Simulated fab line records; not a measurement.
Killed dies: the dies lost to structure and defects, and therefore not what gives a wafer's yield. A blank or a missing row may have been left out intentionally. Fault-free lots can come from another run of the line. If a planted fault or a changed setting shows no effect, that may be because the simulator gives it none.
Lot-split experiment | flow rit_cmos | 5 lots, 23 wafers read, on a route of 202 steps

== ON THE SPLIT ==
At RIT_SDANNEAL_RTA_03 (time 5 s), the setting time_s was moved away from the recipe's 5 s on 6 of the 23 wafers read, by -14.0% to +11.5%. All remaining wafers had this setting at the recipe value.

Between the split and the reading, the file records no step.

== THE READING ==
PSD_RS in ohm/sq, measured at RIT_SDANNEAL_RS_MEAS_04 by four-point-probe. A value of 115.9 ohm/sq with a standard deviation of 0.34 ohm/sq is what fault-free wafers of this fab line usually give.

wafer  | tool, chamber at the split | time_s as run, s | against the recipe | PSD_RS, ohm/sq | against lot-mates on the recipe
L076.3 | rtp_anneal-01, 0           | 5                | recipe             | 116.0          | -
L076.4 | rtp_anneal-01, 0           | 5                | recipe             | 115.7          | -
L076.6 | rtp_anneal-01, 0           | 5                | recipe             | 116.0          | -
L080.2 | rtp_anneal-01, 0           | 5.577            | +11.5%             | 114.5          | -1.4
L080.3 | rtp_anneal-01, 0           | 5                | recipe             | 115.9          | -
L080.4 | rtp_anneal-01, 0           | 5                | recipe             | 116.1          | -
L080.5 | rtp_anneal-01, 0           | 5.577            | +11.5%             | 114.3          | -1.6
L080.6 | rtp_anneal-01, 0           | 5                | recipe             | 115.8          | -
L082.1 | rtp_anneal-01, 0           | 4.299            | -14.0%             | 117.7          | +2.0
L082.2 | rtp_anneal-01, 0           | 4.299            | -14.0%             | 118.1          | +2.4
L082.3 | rtp_anneal-01, 0           | 5                | recipe             | 115.8          | -
L082.4 | rtp_anneal-01, 0           | 5                | recipe             | 115.7          | -
L082.6 | rtp_anneal-01, 0           | 5                | recipe             | 115.6          | -
L083.1 | rtp_anneal-02, 0           | 5                | recipe             | 115.5          | -
L083.2 | rtp_anneal-02, 0           | 5                | recipe             | 115.6          | -
L083.4 | rtp_anneal-02, 0           | 5                | recipe             | 115.6          | -
L083.5 | rtp_anneal-02, 0           | 5                | recipe             | 115.5          | -
L083.6 | rtp_anneal-02, 0           | 5                | recipe             | 115.5          | -
L084.2 | rtp_anneal-01, 0           | 4.6              | -8.0%              | 116.8          | +1.1
L084.3 | rtp_anneal-01, 0           | 5                | recipe             | 115.5          | -
L084.4 | rtp_anneal-01, 0           | 5                | recipe             | 116.1          | -
L084.5 | rtp_anneal-01, 0           | 4.6              | -8.0%              | 117.0          | +1.3
L084.6 | rtp_anneal-01, 0           | 5                | recipe             | 115.4          | -

THE FIT
A straight line over all 23 wafers: PSD_RS changes by -0.139 ohm/sq for each +1% of time_s; r = -0.96; the points scatter about the line by 0.24 ohm/sq.
The same after taking each lot's own level away (the mean of its wafers on the recipe; 23 wafers): -0.148 ohm/sq for each +1%; r = -0.98; scatter 0.17 ohm/sq.
On that fit, the largest move of time_s shifts the reading by 2.1 ohm/sq.
The span of the lots' own levels, 115.54 to 115.93 ohm/sq, comes to 1.2 times the standard deviation stated above.
So the lot-to-lot level changes the slope little: the two slopes agree.
Check: +2.14 ohm/sq against its lot-mates is what the line predicts for one of the wafers moved furthest among these (-14.0%) when that wafer is left out of the fit. It came out at +2 ohm/sq against them.

== THE OTHER SPLITS THESE WAFERS WENT THROUGH ==
Before the reading, these wafers also passed through other splits. Each is held against what the fit with the lots' levels taken away leaves over:
other split on the same wafers | wafers away from the commonest value | r with PSD_RS (lot level and that fit taken away)
RIT_NSD_IMPLANT_08 tilt_deg    | 7                                    | +0.15

== THE FILE'S OWN FIT ==
PSD_RS changes by -0.149 ohm/sq for each +1% of time_s, r = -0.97.
